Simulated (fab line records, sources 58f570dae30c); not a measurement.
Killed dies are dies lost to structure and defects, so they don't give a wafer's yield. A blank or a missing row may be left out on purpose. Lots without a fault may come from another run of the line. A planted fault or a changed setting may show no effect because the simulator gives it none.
fab line records | flow berkeley_cmos170
record lots=14 wafers=42 last_day=12
route steps=331 shown CONTACT@234 M1@238 M2@272
lots that met no fault: from a run of the same line without faults
start_h: hours from the record's first day to the start of the lot's first wafer shown | wait_h: hours since the lot's step before | " the same as in the row above | L1.1+2: a row that stands for several wafers | - no value, or no start given | * or withheld: withheld | < > ~ a bound
route shown NAME@n: a module of which the file shows steps, and the number in the route of the first | usual: mean/standard deviation of fault-free wafers | same: alike in all rows | chamber/n: place in a boat | sites: the reading at each site | _std_site: their standard deviation | _edge_site: outer sites' mean less inner sites' | radius_mm: how far each site lies from the wafer's centre | mask NAME#n: copy n | behind: the tool/chamber that last shaped the wafer | hold: why the lot was held/for how many hours/how that ended | device: the transistor (n, p or np) that didn't switch | end of line: the same wafers' tests at the end of the route | a step without rows: its recipe alone | killed: dies lost to structure and defects at the first sort, not the wafer's yield | map: a wafer's dies, x killed, . not, _ none there
set.NAME: the setting as run; set.NAME@STEP: as run at that earlier step | model.NAME: the simulator's own value behind a step, which no gauge read
steps of the route over a sample of lots; a table a step, a row a wafer
services: from which hour (start_h, from the record's first day; less than 0 if before it) a tool's chamber was out of use, for how many hours, and why
## steps
# step UCB170_CONTACT_ETCH_18
# recipe chemistry=CHF3/CF4/Ar target=PSG stop_on=TiSi2 CHF3_flow_sccm=45 cf4_flow_sccm=15 Ar_flow_sccm=150 pressure_mtorr=200 rf_w=700 target_depth_a=8400 over_etch_frac=0.2 time_s=195
# usual drypump_motor_current_A=5.4/0.47 oes_product_au=0.887/0.014 rf_fwd_power_W=697.8/2.2 throttle_valve_pct=6.96/0.097
# columns lot.wafer tool chamber start_h wait_h drypump_motor_current_A oes_product_au rf_fwd_power_W rf_hours_counter_h throttle_valve_pct
L621.2 rie_diel-01 0 - - 5.4 0.908 694.4 13 7.10
L621.4 " 2 " " 4.7 0.888 698.3 19 6.90
L621.6 " 2 " " 4.7 0.884 697.6 - 6.90
L620.3 rie_diel-04 3 - - 5.3 0.884 695.7 102 7.09
L620.5 " 1 " " 5.9 0.856 695.6 - 7.02
L620.6 " 2 " " 5.6 0.898 695.5 - 6.87
L623.1 rie_diel-01 0 - - 5.4 0.913 694.5 13 7.08
L623.5 " 2 " " 4.7 0.888 699.5 - 6.89
L623.6 " 1 " " 5.3 0.901 699.3 - 7.04
L624.3 rie_diel-04 3 - - 5.2 0.881 698.6 102 7.10
L624.4 " 2 " " 5.6 0.889 698.9 110 6.86
L624.5 " 0 " " 6.3 0.881 699.2 - 6.94
L626.1 rie_diel-04 1 - - 5.9 0.864 696.0 125 7.01
L626.3 " 2 " " 5.6 0.894 694.4 111 6.86
L626.5 " 2 " " 5.7 0.879 699.4 - 6.85
L627.1 rie_diel-01 3 - - 4.9 0.878 696.3 70 6.79
L627.2 " 0 " " 5.4 0.911 698.6 14 7.09
L627.3 " 2 " " 4.7 0.879 700.4 21 6.89
L628.2 rie_diel-04 1 - - 5.9 0.866 697.1 125 7.01
L628.3 " 2 " " 5.6 0.891 697.3 111 6.86
L628.5 " 2 " " 5.6 0.890 697.3 - 6.86
L629.1 rie_diel-01 0 - - 5.4 0.919 695.2 14 7.09
L629.3 " 2 " " 4.7 0.883 698.0 21 6.90
L629.6 " 1 " " 5.2 0.898 699.4 - 7.04
L632.1 rie_diel-01 2 - - 4.7 0.886 696.1 22 6.91
L632.3 " 3 " " 4.9 0.892 692.4 71 6.82
L632.6 " 0 " " 5.4 0.917 693.8 - 7.07
L635.1 rie_diel-04 2 - - 5.7 0.890 697.9 113 6.88
L635.2 " 1 " " 5.9 0.865 698.8 127 7.01
L635.6 " 3 " " 5.2 0.878 696.4 - 7.08
L639.1 rie_diel-04 1 - - 5.9 0.858 697.3 128 6.99
L639.3 " 0 " " 6.3 0.865 698.3 60 6.94
L639.4 " 3 " " 5.3 0.878 696.1 106 7.08
L640.2 rie_diel-01 0 - - 5.4 0.909 695.0 17 7.10
L640.4 " 2 " " 4.7 0.890 699.2 24 6.90
L640.5 " 3 " " 4.9 0.894 701.4 - 6.81
L641.1 rie_diel-04 0 - - 6.3 0.869 700.1 61 6.92
L641.2 " 2 " " 5.6 0.880 694.9 115 6.86
L641.4 " 0 " " 6.3 0.868 695.1 - 6.93
L642.1 rie_diel-01 2 - - 4.7 0.865 695.6 25 6.89
L642.2 " 0 " " 5.4 0.900 698.2 17 7.09
L642.3 " 3 " " 5.0 0.878 700.2 73 6.79
# step UCB170_M1_SPUTTER_00
# recipe material=Al target_thk_nm=600 time_s=80 power_w=6000 chamber_pressure_pa=0.5
# usual throttle_valve_pct=30.4/0.89
# columns lot.wafer tool chamber start_h wait_h throttle_valve_pct
L621.2 pvd_sputter-03 - 162.11 0.0 30.2
L621.4 " - " " 30.2
L621.6 " - " " 28.7
L620.3 pvd_sputter-04 - 163.98 0.0 30.8
L620.5 " - " " 30.9
L620.6 " - " " 30.6
L623.1 pvd_sputter-01 - 167.81 0.0 30.1
L623.5 " - " " 30.1
L623.6 " - " " 32.6
L624.3 pvd_sputter-03 - 168.00 0.0 29.9
L624.4 " - " " 28.3
L624.5 " - " " 30.4
L626.1 pvd_sputter-04 - 185.39 0.0 30.5
L626.3 " - " " 30.7
L626.5 " - " " 31.0
L627.1 pvd_sputter-04 - 191.61 0.0 30.7
L627.2 " - " " 30.2
L627.3 " - " " 30.6
L628.2 pvd_sputter-03 - 191.82 0.0 30.5
L628.3 " - " " 30.0
L628.5 " - " " 28.4
L629.1 pvd_sputter-04 - 203.59 0.0 30.7
L629.3 " - " " 30.9
L629.6 " - " " 30.8
L632.1 pvd_sputter-04 - 215.44 0.0 30.6
L632.3 " - " " 30.4
L632.6 " - " " 30.8
L635.1 pvd_sputter-03 - 239.11 0.0 30.6
L635.2 " - " " 28.7
L635.6 " - " " 30.6
L639.1 pvd_sputter-03 - 254.71 0.0 30.2
L639.3 " - " " 30.7
L639.4 " - " " 28.5
L640.2 pvd_sputter-01 - 255.71 0.0 32.3
L640.4 " - " " 30.1
L640.5 " - " " 30.4
L641.1 pvd_sputter-01 - 264.90 0.0 30.2
L641.2 " - " " 30.4
L641.4 " - " " 30.1
L642.1 pvd_sputter-03 - 266.15 0.0 30.2
L642.2 " - " " 30.2
L642.3 " - " " 30.8
# step UCB170_M1_RS_MEAS_01
# recipe thk_meas_gauge=four-point-probe reads=Al_of_M1_SPUTTER_00
# usual M1_AL_RS=0.0484/0.00067
# columns lot.wafer tool chamber start_h wait_h M1_AL_RS[ohm/sq]
L621.2 film_metro-01 - 162.19 0.1 0.0483
L621.4 " - " " 0.0469
L621.6 " - " " 0.0473
L620.3 film_metro-04 - 164.08 0.1 0.0483
L620.5 " - " " 0.0479
L620.6 " - " " 0.0482
L623.1 film_metro-02 - 167.87 0.0 0.0492
L623.5 " - " " 0.0493
L623.6 " - " " 0.0498
L624.3 film_metro-01 - 168.10 0.1 0.0476
L624.4 " - " " 0.0488
L624.5 " - " " 0.0495
L626.1 film_metro-04 - 185.46 0.0 0.0488
L626.3 " - " " 0.0485
L626.5 " - " " 0.0485
L627.1 film_metro-04 - 191.67 0.0 0.0481
L627.2 " - " " 0.0482
L627.3 " - " " 0.0481
L628.2 film_metro-02 - 191.90 0.1 0.0488
L628.3 " - " " 0.0467
L628.5 " - " " 0.0475
L629.1 film_metro-01 - 203.65 0.0 0.0486
L629.3 " - " " 0.0487
L629.6 " - " " 0.0489
L632.1 film_metro-04 - 215.50 0.0 0.0483
L632.3 " - " " 0.0485
L632.6 " - " " 0.0487
L635.1 film_metro-02 - 239.18 0.0 0.0497
L635.2 " - " " 0.0488
L635.6 " - " " 0.0491
L639.1 film_metro-01 - 254.77 0.0 0.0487
L639.3 " - " " 0.0483
L639.4 " - " " 0.0485
L640.2 film_metro-04 - 255.79 0.1 0.0484
L640.4 " - " " 0.0493
L640.5 " - " " 0.0482
L641.1 film_metro-02 - 264.96 0.0 0.0491
L641.2 " - " " 0.0483
L641.4 " - " " 0.0485
L642.1 film_metro-01 - 266.21 0.0 0.0475
L642.2 " - " " 0.0484
L642.3 " - " " 0.0478
# step UCB170_M2_SPUTTER_01
# recipe material=Al target_thk_nm=900 time_s=120 power_w=6000 chamber_pressure_pa=0.5
# usual throttle_valve_pct=30.7/1
# columns lot.wafer tool chamber start_h wait_h throttle_valve_pct
L621.2 pvd_sputter-01 - 169.78 0.0 30.4
L621.4 " - " " 30.2
L621.6 " - " " 29.9
L620.3 pvd_sputter-02 - 171.56 0.0 30.5
L620.5 " - " " 32.7
L620.6 " - " " 30.8
L623.1 pvd_sputter-04 - 176.59 0.0 31.0
L623.5 " - " " 30.2
L623.6 " - " " 30.8
L624.3 pvd_sputter-01 - 176.76 0.0 30.4
L624.4 " - " " 30.1
L624.5 " - " " 30.4
L626.1 pvd_sputter-01 - 195.17 0.0 29.9
L626.3 " - " " 30.3
L626.5 " - " " 32.1
L627.1 pvd_sputter-02 - 199.33 0.0 29.7
L627.2 " - " " 32.8
L627.3 " - " " 30.5
L628.2 pvd_sputter-01 - 199.61 0.0 29.7
L628.3 " - " " 30.1
L628.5 " - " " 30.3
L629.1 pvd_sputter-02 - 214.38 0.0 29.8
L629.3 " - " " 30.5
L629.6 " - " " 30.7
L632.1 pvd_sputter-01 - 225.82 0.0 30.2
L632.3 " - " " 30.0
L632.6 " - " " 32.4
L635.1 pvd_sputter-01 - 247.08 0.0 30.0
L635.2 " - " " 30.1
L635.6 " - " " 32.2
L640.2 pvd_sputter-02 - 265.03 0.0 29.8
L640.4 " - " " 32.7
L640.5 " - " " 30.6
L639.1 pvd_sputter-01 - 265.58 0.0 30.3
L639.3 " - " " 29.9
L639.4 " - " " 30.3
L641.1 pvd_sputter-04 - 272.93 0.0 30.0
L641.2 " - " " 30.7
L641.4 " - " " 30.8
L642.1 pvd_sputter-02 - 275.68 0.0 29.5
L642.2 " - " " 30.9
L642.3 " - " " 32.7
# step UCB170_M2_RS_MEAS_02
# recipe thk_meas_gauge=four-point-probe reads=Al_of_M2_SPUTTER_01
# usual M2_AL_RS=0.0321/0.00031
# columns lot.wafer tool chamber start_h wait_h M2_AL_RS[ohm/sq]
L621.2 film_metro-03 - 169.89 0.1 0.0328
L621.4 " - " " 0.0323
L621.6 " - " " 0.0324
L620.3 film_metro-04 - 171.69 0.1 0.0327
L620.5 " - " " 0.0321
L620.6 " - " " 0.0325
L623.1 film_metro-03 - 176.67 0.0 0.0319
L623.5 " - " " 0.0311
L623.6 " - " " 0.0317
L624.3 film_metro-04 - 176.88 0.1 0.0322
L624.4 " - " " 0.0320
L624.5 " - " " 0.0323
L626.1 film_metro-03 - 195.25 0.0 0.0318
L626.3 " - " " 0.0317
L626.5 " - " " 0.0318
L627.1 film_metro-04 - 199.41 0.0 0.0324
L627.2 " - " " 0.0323
L627.3 " - " " 0.0326
L628.2 film_metro-01 - 199.71 0.1 0.0325
L628.3 " - " " 0.0323
L628.5 " - " " 0.0325
L629.1 film_metro-03 - 214.46 0.0 0.0320
L629.3 " - " " 0.0321
L629.6 " - " " 0.0324
L632.1 film_metro-04 - 225.90 0.0 0.0321
L632.3 " - " " 0.0321
L632.6 " - " " 0.0320
L635.1 film_metro-01 - 247.16 0.0 0.0392
L635.2 " - " " 0.0324
L635.6 " - " " 0.0329
L640.2 film_metro-03 - 265.13 0.1 0.0321
L640.4 " - " " 0.0314
L640.5 " - " " 0.0321
L639.1 film_metro-04 - 265.66 0.0 0.0318
L639.3 " - " " 0.0387
L639.4 " - " " 0.0320
L641.1 film_metro-01 - 273.01 0.0 0.0316
L641.2 " - " " 0.0317
L641.4 " - " " 0.0321
L642.1 film_metro-03 - 275.77 0.0 0.0324
L642.2 " - " " 0.0322
L642.3 " - " " 0.0320
# step UCB170_M2_THK_MEAS_03
# recipe thk_meas_gauge=xrf reads=Al_of_M2_SPUTTER_01
# usual M2_AL_THK=902/9.1
# columns lot.wafer tool chamber start_h wait_h M2_AL_THK[nm]
L621.2 film_metro-03 - 170.00 0.1 885
L621.4 " - " " 897
L621.6 " - " " 894
L620.3 film_metro-04 - 171.79 0.1 885
L620.5 " - " " 908
L620.6 " - " " 888
L623.1 film_metro-03 - 176.79 0.1 907
L623.5 " - " " 932
L623.6 " - " " 918
L624.3 film_metro-04 - 176.98 0.1 898
L624.4 " - " " 906
L624.5 " - " " 900
L626.1 film_metro-03 - 195.37 0.1 904
L626.3 " - " " 914
L626.5 " - " " 907
L627.1 film_metro-04 - 199.53 0.1 894
L627.2 " - " " 893
L627.3 " - " " 891
L628.2 film_metro-01 - 199.82 0.1 889
L628.3 " - " " 897
L628.5 " - " " 892
L629.1 film_metro-03 - 214.58 0.1 899
L629.3 " - " " 896
L629.6 " - " " 891
L632.1 film_metro-04 - 226.02 0.1 900
L632.3 " - " " 894
L632.6 " - " " 898
L635.1 film_metro-01 - 247.28 0.1 747
L635.2 " - " " 902
L635.6 " - " " 889
L640.2 film_metro-03 - 265.24 0.1 900
L640.4 " - " " 916
L640.5 " - " " 891
L639.1 film_metro-04 - 265.78 0.1 908
L639.3 " - " " 748
L639.4 " - " " 898
L641.1 film_metro-01 - 273.13 0.1 925
L641.2 " - " " 921
L641.4 " - " " 910
L642.1 film_metro-03 - 275.89 0.1 892
L642.2 " - " " 894
L642.3 " - " " 901
# step UCB170_M2_METAL_ETCH_18
# recipe chemistry=Cl2/BCl3 target=Al stop_on=SiO2 pressure_mtorr=12 target_depth_a=11700 over_etch_frac=0.3 time_s=195 icp_w=600 bias_w=120 Cl2_flow_sccm=90 bcl3_flow_sccm=45
# usual drypump_motor_current_A=5.7/0.61 oes_product_au=0.862/0.012 rf_fwd_power_W=598.0/2.2 throttle_valve_pct=24.33/0.23
# columns lot.wafer tool chamber start_h wait_h drypump_motor_current_A oes_product_au rf_fwd_power_W rf_hours_counter_h throttle_valve_pct
L621.2 rie_metal-02 1 172.04 - 5.7 0.849 600.8 6 24.22
L621.4 " 1 " " 5.7 0.863 600.9 - 24.20
L621.6 " 0 " " 5.6 0.847 599.9 - 24.47
L620.3 rie_metal-01 1 174.09 - 6.7 0.852 597.3 - 24.65
L620.5 " 1 " " 6.7 0.849 598.4 - 24.66
L620.6 " 0 " " 5.1 0.856 595.8 - 23.99
L623.1 rie_metal-02 0 179.10 - 5.6 0.865 598.7 1 24.46
L623.5 " 1 " " 5.7 0.882 597.5 - 24.20
L623.6 " 0 " " 5.6 0.866 599.2 - 24.48
L624.3 rie_metal-04 1 179.44 - 4.9 0.852 597.9 - 24.46
L624.4 " 0 " " 6.2 0.880 602.7 - 24.26
L624.5 " 1 " " 4.9 0.838 597.7 - 24.46
L626.1 rie_metal-04 1 197.34 - 4.9 0.853 596.4 3 24.45
L626.3 " 0 " " 6.2 0.892 598.0 - 24.24
L626.5 " 1 " " 4.9 0.846 596.8 - 24.45
L627.1 rie_metal-02 0 203.33 - 5.6 0.852 598.2 1 24.47
L627.2 " 1 " " 5.7 0.864 599.1 7 24.18
L627.3 " 1 " " 5.7 0.858 600.8 - 24.20
L628.2 rie_metal-04 1 203.61 - 4.9 0.838 597.7 3 24.46
L628.3 " 1 " " 4.9 0.836 595.1 - 24.47
L628.5 " 0 " " 6.2 0.868 598.2 - 24.24
L629.1 rie_metal-01 0 216.61 - 5.1 0.858 599.1 3 23.99
L629.3 " 0 " " 5.1 0.866 597.3 - 23.98
L629.6 " 0 " " 5.1 0.850 601.1 - 23.99
L632.1 rie_metal-02 1 229.65 - 5.7 0.863 599.2 7 24.21
L632.3 " 1 " " 5.7 0.866 597.2 - 24.20
L632.6 " 0 " " 5.6 0.862 596.7 - 24.47
L635.1 rie_metal-04 1 250.14 - 4.9 0.760 598.1 4 24.50
L635.2 " 0 " " 6.2 0.878 600.3 6 24.25
L635.6 " 1 " " 4.9 0.828 598.9 - 24.47
L640.2 rie_metal-02 0 268.58 - 5.6 0.856 595.6 2 24.47
L640.4 " 1 " " 5.7 0.873 597.7 - 24.21
L640.5 " 1 " " 5.7 0.866 594.5 - 24.19
L639.1 rie_metal-04 1 269.03 - 4.9 0.842 594.8 5 24.45
L639.3 " 0 " " 6.2 0.799 598.4 - 24.29
L639.4 " 1 " " 4.9 0.857 592.2 - 24.45
L641.1 rie_metal-02 1 276.01 - 5.7 0.872 599.3 8 24.19
L641.2 " 0 " " 5.6 0.863 591.4 3 24.44
L641.4 " 1 " " 5.7 0.867 601.7 - 24.20
L642.1 rie_metal-01 1 278.88 - 6.7 0.854 592.1 12 24.65
L642.2 " 0 " " 5.1 0.871 597.0 5 24.00
L642.3 " 1 " " 6.7 0.857 594.4 - 24.66
## services
# columns tool chamber start_h hours kind
pvd_sputter-01 - 140.31 7.0 repair
rie_diel-04 1 154.22 3.6 repair
rie_diel-01 - 170.48 0.4 repair
pvd_sputter-02 - 171.89 7.3 repair
rie_metal-04 - 184.61 1.4 pm
pvd_sputter-04 3 204.91 - consumable_replace:kit
pvd_sputter-04 3 204.91 18.0 scheduled_down
pvd_sputter-04 3 204.91 18.0 vent_cycle
pvd_sputter-04 - 210.34 3.4 repair
rie_metal-04 - 212.78 0.8 repair
pvd_sputter-04 - 217.50 23.0 repair
pvd_sputter-03 - 230.79 5.1 repair
rie_diel-04 3 257.20 17.5 repair
pvd_sputter-03 - 269.87 3.7 repair
## key
first_sign step=UCB170_M2_RS_MEAS_02 reading=M2_AL_RS direction=up sigmas=22 usual=0.0321 struck=0.0389
effect step=UCB170_M2_THK_MEAS_03 reading=M2_AL_THK direction=down sigmas=17 usual=902 struck=747
effect step=UCB170_M2_METAL_ETCH_18 reading=oes_product_au direction=down sigmas=6.9 usual=0.862 struck=0.779 through=control_loop
met_at UCB170_M2_SPUTTER_01
struck_lots L635,L639
struck_wafers L635.1,L639.3
sort_left_out L635.1,L639.3
loop_trim step=UCB170_M2_EXPOSE_12 setting=dose lots=L635
not_acting_at UCB170_CONTACT_ETCH_18,UCB170_M1_SPUTTER_00,UCB170_M1_RS_MEAS_01
onset_between 225.82 247.08
fault kind=process_parameter_drift tool=pvd_sputter-01 chamber=- onset_h=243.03 steps=UCB170_M2_SPUTTER_01 channel=time_s offset=* shape=step end_h=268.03 acts_in=* stated=* scope=struck_wafers_only
# sort_left_out: the simulated sort isn't trusted on such a fault, so these wafers' sort isn't shown, and their yield isn't known
# loop_trim: a control loop set the setting to another value than it would have without faults
